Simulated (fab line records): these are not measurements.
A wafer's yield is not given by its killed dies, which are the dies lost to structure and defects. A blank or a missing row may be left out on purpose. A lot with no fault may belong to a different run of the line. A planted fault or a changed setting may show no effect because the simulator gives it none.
Commonality check across tools    flow berkeley_cmos170    Lots sampled 14, wafers sampled 42

== WHY THIS WAS OPENED ==
Of 14 lots, 2 have the reading PLDD_TW flagged at UCB170_PLDD_TW_MEAS_11. Wafers without a fault read 1006, standard deviation 11.
Rule: a lot gets a flag if all its wafers with a number sit over 4 standard deviations from that mean, or if no wafer of it has a number. All remaining lots are regarded as sound.

lot   measured      on             PLDD_TW, wafer by wafer  flag
L430  day 7 05:53   film_metro-03  997 995 996              
L434  day 7 22:22   film_metro-01  1007 1007 1010           
L431  day 7 22:37   film_metro-04  1019 1027 1019           
L432  day 7 22:40   film_metro-03  999 995 992              
L433  day 7 22:41   film_metro-01  1003 1001 1003           
L437  day 8 13:47   film_metro-01  1007 1005 1010           
L435  day 8 13:57   film_metro-04  1023 1023 1026           
L436  day 8 14:14   film_metro-03  996 998 992              
L438  day 8 14:30   film_metro-01  1008 1008 1003           
L439  day 9 06:27   film_metro-04  1154 1158 1154           FLAGGED
L440  day 9 06:35   film_metro-03  1140 1126 1133           FLAGGED
L451  day 11 11:42  film_metro-03  991 994 990              
L452  day 11 19:02  film_metro-03  992 993 993              
L453  day 11 19:35  film_metro-03  997 998 988              
The numbers of the flagged lots are 1144 on average: +138 against the usual, or +13 standard deviations.

== WHICH TOOL RAN EACH LOT ==
The record keeps 1 process step preceding the reading, out of 331 steps on the route. In each cell: the tool, then ch and the chambers that the sampled wafers went through, then the start.
lot   flag     UCB170_PLDD_IMPLANT_08
L430           implanter-02 ch 0, day 7 05:29
L434           implanter-03 ch 0, day 7 21:58
L431           implanter-01 ch 0, day 7 21:59
L432           implanter-02 ch 0, day 7 22:14
L433           implanter-03 ch 0, day 7 22:17
L437           implanter-02 ch 0, day 8 13:24
L435           implanter-03 ch 0, day 8 13:33
L436           implanter-02 ch 0, day 8 13:50
L438           implanter-03 ch 0, day 8 14:06
L439  FLAGGED  implanter-02 ch 0, day 9 05:41
L440  FLAGGED  implanter-01 ch 0, day 9 05:36
L451           implanter-02 ch 0, day 11 11:18
L452           implanter-01 ch 0, day 11 18:40
L453           implanter-01 ch 0, day 11 19:11
What the steps here do:
- UCB170_PLDD_IMPLANT_08
- UCB170_PLDD_TW_MEAS_11

== FLAGGED OVER TOTAL, TOOL BY TOOL (the gauges that took the reading come last) ==
step                    tool           lots run  flagged  share of the flagged lots  sound lots run after its first flagged lot
UCB170_PLDD_IMPLANT_08  implanter-01   4         1        some                       2 (L452,L453)
UCB170_PLDD_IMPLANT_08  implanter-02   6         1        some                       1 (L451)
UCB170_PLDD_IMPLANT_08  implanter-03   4         0        none                       -
UCB170_PLDD_TW_MEAS_11  film_metro-01  4         0        none                       -
UCB170_PLDD_TW_MEAS_11  film_metro-03  7         1        some                       3 (L451,L452,L453)
UCB170_PLDD_TW_MEAS_11  film_metro-04  3         1        some                       0

== THE TABLE: WHAT IT ALLOWS ==
No row of the table ran every flagged lot.

== WHAT WAS PUT IN BY THE SIMULATOR ==
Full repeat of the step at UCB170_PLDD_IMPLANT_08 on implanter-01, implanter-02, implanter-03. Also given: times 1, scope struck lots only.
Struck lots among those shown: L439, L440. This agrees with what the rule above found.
